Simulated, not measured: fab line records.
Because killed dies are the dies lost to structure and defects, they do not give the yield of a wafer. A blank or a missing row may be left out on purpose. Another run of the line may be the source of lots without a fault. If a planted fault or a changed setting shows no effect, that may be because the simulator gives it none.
fab line records ; flow berkeley_cmos170
[record] lots = 7; wafers = 21; last_day = 12
route steps=331 shown SILICIDE@212 CONTACT@216
lots that met no fault: from a run of the same line without faults
start_h: start of the lot's first displayed wafer, in hours after the record's first day ; wait_h: how many hours have passed since the lot's step before this one ; " repeats the value in the row above ; L1.1+2: a row that stands for several wafers ; - no value, or no start was given ; * or withheld: withheld ; < > ~ a bound
route shown NAME@n: NAME is a module with steps in the file, n the number in the route of the first one ; usual: mean/standard deviation of fault-free wafers ; same: alike in all rows ; chamber/n: place in a boat ; sites: per-site readings ; _std_site: standard deviation across them ; _edge_site: outer sites' mean less inner sites' ; radius_mm: for every site, how far away it sits from the centre of the wafer ; mask NAME#n: copy n ; behind: the most recent tool/chamber to have shaped the wafer ; hold: why the lot was held/for how many hours/how that ended ; device: the transistor (n, p or np) that didn't switch ; end of line: tests of these same wafers at the route's end ; a step given without rows: its recipe and nothing more ; killed: dies that structure and defects cost at the first sort, which is not the same as the wafer's yield ; map: the dies of a wafer, with x for killed, . for not killed, _ for no die there
set.NAME: the run value of the setting; set.NAME@STEP: its run value at that earlier step ; model.NAME: the simulator's own value behind a step, which no gauge read
lots seen at some steps along the route; tables by step, rows by wafer
services: when a tool's chamber went out of use (start_h, in hours from the record's first day, below 0 if earlier), for how many hours, and the reason
[[steps]]
[step UCB170_SILICIDE_RS_MEAS_02]
[recipe] thk_meas_gauge = four-point-probe; reads = Ti_of_SILICIDE_SPUTTER_01
[usual] SILICIDE_TI_RS = 26.2/0.37
lot.wafer;tool;chamber;start_h;wait_h;SILICIDE_TI_RS[ohm/sq]
L448.1;film_metro-03;-;196.87;0.0;25.6
L448.2;film_metro-03;-;196.87;0.0;25.7
L448.3;film_metro-03;-;196.87;0.0;25.8
L444.1;film_metro-01;-;197.48;0.0;26.3
L444.3;film_metro-01;-;197.48;0.0;26.2
L444.6;film_metro-01;-;197.48;0.0;26.2
L450.2;film_metro-04;-;197.95;0.1;26.3
L450.3;film_metro-04;-;197.95;0.1;26.0
L450.4;film_metro-04;-;197.95;0.1;25.9
L446.3;film_metro-04;-;198.27;0.1;26.6
L446.4;film_metro-04;-;198.27;0.1;26.4
L446.5;film_metro-04;-;198.27;0.1;26.6
L457.3;film_metro-03;-;237.09;0.1;26.2
L457.4;film_metro-03;-;237.09;0.1;26.1
L457.6;film_metro-03;-;237.09;0.1;26.2
L463.3;film_metro-04;-;263.87;0.1;25.7
L463.5;film_metro-04;-;263.87;0.1;25.8
L463.6;film_metro-04;-;263.87;0.1;25.8
L462.2;film_metro-01;-;264.04;0.0;26.5
L462.3;film_metro-01;-;264.04;0.0;25.9
L462.6;film_metro-01;-;264.04;0.0;26.4
[step UCB170_SILICIDE_THK_MEAS_03]
[recipe] thk_meas_gauge = xrf; reads = Ti_of_SILICIDE_SPUTTER_01
[usual] SILICIDE_TI_THK = 30.3/0.37
lot.wafer;tool;chamber;start_h;wait_h;SILICIDE_TI_THK[nm]
L448.1;film_metro-03;-;196.99;0.1;30.9
L448.2;film_metro-03;-;196.99;0.1;30.7
L448.3;film_metro-03;-;196.99;0.1;30.6
L444.1;film_metro-01;-;197.60;0.1;30.0
L444.3;film_metro-01;-;197.60;0.1;30.2
L444.6;film_metro-01;-;197.60;0.1;30.1
L450.2;film_metro-04;-;198.06;0.1;30.2
L450.3;film_metro-04;-;198.06;0.1;30.4
L450.4;film_metro-04;-;198.06;0.1;30.6
L446.3;film_metro-04;-;198.37;0.1;29.8
L446.4;film_metro-04;-;198.37;0.1;30.0
L446.5;film_metro-04;-;198.37;0.1;29.7
L457.3;film_metro-03;-;237.19;0.1;30.3
L457.4;film_metro-03;-;237.19;0.1;30.4
L457.6;film_metro-03;-;237.19;0.1;30.2
L463.3;film_metro-04;-;263.97;0.1;30.8
L463.5;film_metro-04;-;263.97;0.1;30.5
L463.6;film_metro-04;-;263.97;0.1;30.7
L462.2;film_metro-01;-;264.15;0.1;29.9
L462.3;film_metro-01;-;264.15;0.1;30.6
L462.6;film_metro-01;-;264.15;0.1;30.0
[step UCB170_SILICIDE_RTA_04]
[recipe] temp_c = 650; time_s = 15; ambient = N2
[usual] anneal_temp_c_max = 652.4/0.65; chamber_o2_ppm = 1.998/0.02; lamp_power_pct = 10.13/0.22; wafer_temp_C_max = 652.5/0.9
lot.wafer;tool;chamber;start_h;wait_h;anneal_temp_c_max;chamber_o2_ppm;lamp_power_pct;wafer_temp_C_max
L448.1;rtp_anneal-02;0;197.05;0.1;651.8;2.001;9.89;653.8
L448.2;rtp_anneal-02;0;197.05;0.1;651.9;2.026;9.89;653.9
L448.3;rtp_anneal-02;0;197.05;0.1;651.5;2.013;9.90;653.3
L444.1;rtp_anneal-02;0;197.66;0.1;651.8;2.009;9.90;653.6
L444.3;rtp_anneal-02;0;197.66;0.1;652.4;1.982;9.89;652.0
L444.6;rtp_anneal-02;0;197.66;0.1;652.1;2.003;9.90;653.6
L450.2;rtp_anneal-02;0;198.12;0.1;652.0;1.965;9.91;653.4
L450.3;rtp_anneal-02;0;198.12;0.1;651.9;2.024;9.89;652.9
L450.4;rtp_anneal-02;0;198.12;0.1;651.5;1.942;9.88;653.5
L446.3;rtp_anneal-01;0;198.46;0.1;652.0;1.973;10.33;651.8
L446.4;rtp_anneal-01;0;198.46;0.1;653.2;2.007;10.33;651.6
L446.5;rtp_anneal-01;0;198.46;0.1;652.6;2.009;10.34;651.8
L457.3;rtp_anneal-01;0;237.26;0.1;652.5;2.007;10.33;652.4
L457.4;rtp_anneal-01;0;237.26;0.1;653.3;1.979;10.32;652.2
L457.6;rtp_anneal-01;0;237.26;0.1;652.6;1.990;10.33;652.0
L463.3;rtp_anneal-02;0;264.03;0.1;651.6;2.055;9.90;652.1
L463.5;rtp_anneal-02;0;264.03;0.1;652.2;2.010;9.91;653.2
L463.6;rtp_anneal-02;0;264.03;0.1;652.2;1.974;9.89;653.2
L462.2;rtp_anneal-01;0;264.21;0.1;653.2;1.992;10.32;652.2
L462.3;rtp_anneal-01;0;264.21;0.1;652.9;1.970;10.33;651.6
L462.6;rtp_anneal-01;0;264.21;0.1;653.1;1.991;10.31;651.5
[step UCB170_SILICIDE_WET_ETCH_05]
[recipe] chemistry = SPM; time_s = 45; temp_c = 120; target = Ti
[step UCB170_CONTACT_CLEAN_00]
[recipe] chemistry = SPM; temp_c = 120; time_s = 600
[step UCB170_CONTACT_CVD_01]
[recipe] material = PSG; target_thk_nm = 700; temp_c = 450; precursor = SiH4/O2/PH3; time_s = 2820; pressure_mtorr = 300; sih4_flow_sccm = 60; o2_flow_sccm = 90; ph3_flow_sccm = 25
[step UCB170_CONTACT_THK_MEAS_02]
[recipe] reads = PSG_of_CONTACT_CVD_01
[usual] CONTACT_PSG_THK = 698/6.4
lot.wafer;tool;chamber;start_h;wait_h;CONTACT_PSG_THK[nm]
L448.1;film_metro-03;-;199.11;0.0;689
L448.2;film_metro-03;-;199.11;0.0;687
L448.3;film_metro-03;-;199.11;0.0;691
L444.1;film_metro-04;-;200.91;0.0;698
L444.3;film_metro-04;-;200.91;0.0;692
L444.6;film_metro-04;-;200.91;0.0;688
L450.2;film_metro-03;-;200.98;0.1;686
L450.3;film_metro-03;-;200.98;0.1;686
L450.4;film_metro-03;-;200.98;0.1;683
L446.3;film_metro-04;-;200.99;0.1;704
L446.4;film_metro-04;-;200.99;0.1;711
L446.5;film_metro-04;-;200.99;0.1;709
L457.3;film_metro-04;-;239.31;0.0;708
L457.4;film_metro-04;-;239.31;0.0;711
L457.6;film_metro-04;-;239.31;0.0;711
L462.2;film_metro-03;-;267.15;0.0;700
L462.3;film_metro-03;-;267.15;0.0;701
L462.6;film_metro-03;-;267.15;0.0;697
L463.3;film_metro-02;-;267.16;0.0;691
L463.5;film_metro-02;-;267.16;0.0;695
L463.6;film_metro-02;-;267.16;0.0;697
[step UCB170_CONTACT_HMDS_03]
[recipe] prime_time_s = 60; prime_temp_c = 100
[step UCB170_CONTACT_COAT_04]
[recipe] resist = KrF; spin_rpm = 1500; resist_thk_nm = 900
[step UCB170_CONTACT_SOFTBAKE_05]
[recipe] resist = KrF; temp_c = 130; time_s = 60
[step UCB170_CONTACT_STRIP_06]
[recipe] chemistry = O2; power_w = 400; pressure_mtorr = 3500; platen_temp_c = withheld; o2_flow_sccm = 400; overash_fraction = 0.5
[usual] drypump_motor_current_A = 5.58/0.3; oes_product_au = 0.735/0.0045; strip_time_to_endpoint_s = 21.97/0.062
lot.wafer;tool;chamber;start_h;wait_h;drypump_motor_current_A;oes_product_au;rf_hours_counter_h;strip_time_to_endpoint_s
L448.1;plasma_asher-04;0;199.62;0.1;5.61;0.740;48;21.94
L448.2;plasma_asher-04;1;199.62;0.1;5.31;0.734;48;21.93
L448.3;plasma_asher-04;1;199.62;0.1;5.31;0.727;-;21.93
L444.1;plasma_asher-03;0;201.50;0.2;5.31;0.739;45;21.87
L444.3;plasma_asher-03;1;201.50;0.2;5.40;0.735;-;21.86
L444.6;plasma_asher-03;1;201.50;0.2;5.43;0.739;-;21.87
L450.2;plasma_asher-03;0;201.87;0.1;5.31;0.723;45;21.96
L450.3;plasma_asher-03;1;201.87;0.1;5.44;0.731;-;22.05
L450.4;plasma_asher-03;0;201.87;0.1;5.30;0.737;-;22.04
L446.3;plasma_asher-04;1;201.90;0.1;5.29;0.732;-;21.92
L446.4;plasma_asher-04;0;201.90;0.1;5.59;0.738;-;22.01
L446.5;plasma_asher-04;1;201.90;0.1;5.27;0.735;-;21.99
L457.3;plasma_asher-03;0;239.83;0.1;5.31;0.730;-;22.12
L457.4;plasma_asher-03;1;239.83;0.1;5.42;0.736;-;22.07
L457.6;plasma_asher-03;0;239.83;0.1;5.30;0.735;-;22.03
L462.2;plasma_asher-01;1;267.65;0.1;5.97;0.738;16;21.89
L462.3;plasma_asher-01;1;267.65;0.1;5.95;0.737;-;22.02
L462.6;plasma_asher-01;0;267.65;0.1;6.08;0.731;-;21.88
L463.3;plasma_asher-03;1;267.68;0.1;5.41;0.733;-;22.01
L463.5;plasma_asher-03;0;267.68;0.1;5.31;0.733;-;22.06
L463.6;plasma_asher-03;1;267.68;0.1;5.44;0.739;-;21.99
[step UCB170_CONTACT_CLEAN_07]
[recipe] chemistry = SPM; temp_c = 120; time_s = 600
[step UCB170_CONTACT_RTA_08]
[recipe] temp_c = 900; time_s = 10; ambient = N2
[usual] anneal_temp_c_max = 903.2/0.93; chamber_o2_ppm = 1.998/0.022; lamp_power_pct = 23.5/0.51; wafer_temp_C_max = 903.4/1.1
lot.wafer;tool;chamber;start_h;wait_h;anneal_temp_c_max;chamber_o2_ppm;lamp_power_pct;wafer_temp_C_max
L448.1;rtp_anneal-02;0;199.89;0.0;902.6;1.998;23.1;903.8
L448.2;rtp_anneal-02;0;199.89;0.0;901.7;1.985;23.1;905.4
L448.3;rtp_anneal-02;0;199.89;0.0;902.4;1.994;23.1;905.2
L444.1;rtp_anneal-02;-;201.88;0.1;-;-;-;-
L444.3;rtp_anneal-02;-;201.88;0.1;-;-;-;-
L444.6;rtp_anneal-02;-;201.88;0.1;-;-;-;-
L446.3;rtp_anneal-02;-;202.32;0.0;-;-;-;-
L446.4;rtp_anneal-02;-;202.32;0.0;-;-;-;-
L446.5;rtp_anneal-02;-;202.32;0.0;-;-;-;-
L450.2;rtp_anneal-01;-;202.32;0.0;-;-;-;-
L450.3;rtp_anneal-01;-;202.32;0.0;-;-;-;-
L450.4;rtp_anneal-01;-;202.32;0.0;-;-;-;-
L457.3;rtp_anneal-02;0;240.09;0.0;903.0;2.025;23.1;904.1
L457.4;rtp_anneal-02;0;240.09;0.0;902.9;2.008;23.1;904.5
L457.6;rtp_anneal-02;0;240.09;0.0;902.8;2.003;23.1;903.5
L462.2;rtp_anneal-01;0;267.93;0.0;903.3;2.000;24.1;901.3
L462.3;rtp_anneal-01;0;267.93;0.0;902.8;1.983;24.1;902.6
L462.6;rtp_anneal-01;0;267.93;0.0;904.4;2.011;24.1;902.4
L463.3;rtp_anneal-02;0;267.95;0.0;903.5;2.006;23.1;904.1
L463.5;rtp_anneal-02;0;267.95;0.0;903.3;1.990;23.1;903.2
L463.6;rtp_anneal-02;0;267.95;0.0;902.4;1.977;23.1;904.1
[step UCB170_CONTACT_COAT_09]
[recipe] resist = BARC; temp_c = withheld; time_s = withheld; spin_rpm = 3000; resist_thk_nm = withheld
[[services]]
tool;chamber;start_h;hours;kind
plasma_asher-01;-;188.59;13.1;pm
rtp_anneal-02;-;256.20;5.2;pm
[[key]]
[first_sign] step = UCB170_CONTACT_RTA_08; reading = tool_record; direction = missing
effect none on later readings
met_at UCB170_CONTACT_RTA_08
struck_wafers L444.1,L444.3,L444.6,L446.3,L446.4,L446.5,L450.2,L450.3,L450.4
later_rows_left_out L444.1,L444.3,L444.6,L446.3,L446.4,L446.5,L450.2,L450.3,L450.4
sort_left_out L444.1,L444.3,L444.6,L446.3,L446.4,L446.5,L450.2,L450.3,L450.4
tester_left_out L444,L446,L450
onset_between 199.89 201.88
[fault] kind = skipped_step_whole; tool = rtp_anneal-01,rtp_anneal-02; chamber = -; onset_h = 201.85; steps = UCB170_CONTACT_RTA_08; scope = struck_lots_only
// tester_left_out: of these lots the tester's yield and bins aren't shown, on N5 and GAA mostly nor the transistor test; their killed dies are dies lost to structure and defects alone, not to doping, threshold or leakage, so they don't give the yield
// sort_left_out: the simulated sort isn't trusted on such a fault, so these wafers' sort isn't shown, and their yield isn't known
// later_rows_left_out: the simulator's readings of these wafers behind a module that went badly wrong aren't trusted and aren't shown, but for the sort
